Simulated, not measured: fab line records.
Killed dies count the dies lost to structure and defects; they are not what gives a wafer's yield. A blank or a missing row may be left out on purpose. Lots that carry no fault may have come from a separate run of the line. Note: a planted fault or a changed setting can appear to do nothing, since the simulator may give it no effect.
Struck lot and sound lot, side by side + flow berkeley-cmos170 + 14 out of 331 route steps
Sound: these wafers, L874.2, L874.4, L874.5. Struck: wafers L879.1, L879.2, L879.3. At the end, the cause is stated.
For every step that has rows: the tool of each side, followed by ch and its chambers, followed by its first start. Under that, the readings that differ: sound wafers + struck wafers + difference of the means + sigmas: that difference in standard deviations of wafers without a fault.
alike: a reading whose means differ by less than 2 such deviations, as well as words and numbers matching on both sides. not compared: withheld readings; readings where some wafer has no value; bounds like >300 that might hide an equal value; numbers whose values overlap and for which the record gives no deviation.
A row with sigmas, a row that says differs or no value, or rows on one side alone: a step with any of these is where the two part. Numbers that don't overlap but have no deviation are shown without sigmas and don't part them. A reading that every wafer of one side lacks parts them only if that side has two wafers or more.

first, 6 steps without rows for these wafers: UCB170_M2_COAT_09; UCB170_M2_COAT_10 (resist thk 900 nm); UCB170_M2_SOFTBAKE_11 (time 57.13 s); UCB170_M2_EXPOSE_12 (exposes mask METAL2, target cd 700 nm); UCB170_M2_PEB_13; UCB170_M2_DEVELOP_14 (develop time 45 s).
UCB170_M2_CD_MEAS_15: the cd target is 700 nm.
  sound on cd-sem-02 at day 9 00:05; struck on cd-sem-01 at day 9 23:42
  alike: cd-nm
UCB170_M2_OVL_MEAS_16:
  sound on overlay-02 at day 9 00:11; struck on overlay-01 at day 9 23:49
  alike: M2_OVL
UCB170_M2_ETCH_17: etches BARC in N2/H2.
  sound on rie-diel-02 ch 0,1,3, day 9 00:13; struck on rie-diel-03 ch 0,2,3, day 9 23:51
  alike: bias-w, drypump-motor-current-A, n2-flow-sccm, oes-product-au, throttle-valve-pct
UCB170_M2_METAL_ETCH_18: etches Al in Cl2/BCl3, stops on SiO2, target depth 1170 nm, time 195 s.
  sound on rie-metal-04 ch 0,1, day 9 00:16; struck on rie-metal-01 ch 0,1, day 9 23:54
  alike: bias-w, drypump-motor-current-A, oes-product-au, throttle-valve-pct
  not compared: rf-hours-counter-h
UCB170_M2_STRIP_19: strips in O2.
  sound on plasma-asher-02 ch 0,1, day 9 00:26; struck on plasma-asher-02 ch 0,1, day 10 00:05
  alike: drypump-motor-current-A, oes-product-au
  not compared: rf-hours-counter-h
UCB170_M2_CD_MEAS_90: the cd target is 700 nm.
  sound on cd-sem-02 at day 9 00:34; struck on cd-sem-01 at day 10 00:11
  alike: cd-nm
UCB170_V2_CVD_00: deposits SiO2 from TEOS/O2, target thk 2000 nm, time 250 s.
  sound on pecvd-02 ch 1,2, day 9 00:40; struck on pecvd-04 ch 0,1, day 10 00:18
  no value came back on the struck wafers for heater-power-w (W), pressure-mtorr (mTorr); on the sound wafers heater-power-w (W) reads 341 240 260
UCB170_M3_PROBE_99:
  the record holds rows for the sound wafers here (prober-01, day 9 07:07) but none for the struck ones

WHERE THEY PART
At UCB170_V2_CVD_00 first; at UCB170_M3_PROBE_99 last (within this record only).

WHY: what had been put in by the simulator
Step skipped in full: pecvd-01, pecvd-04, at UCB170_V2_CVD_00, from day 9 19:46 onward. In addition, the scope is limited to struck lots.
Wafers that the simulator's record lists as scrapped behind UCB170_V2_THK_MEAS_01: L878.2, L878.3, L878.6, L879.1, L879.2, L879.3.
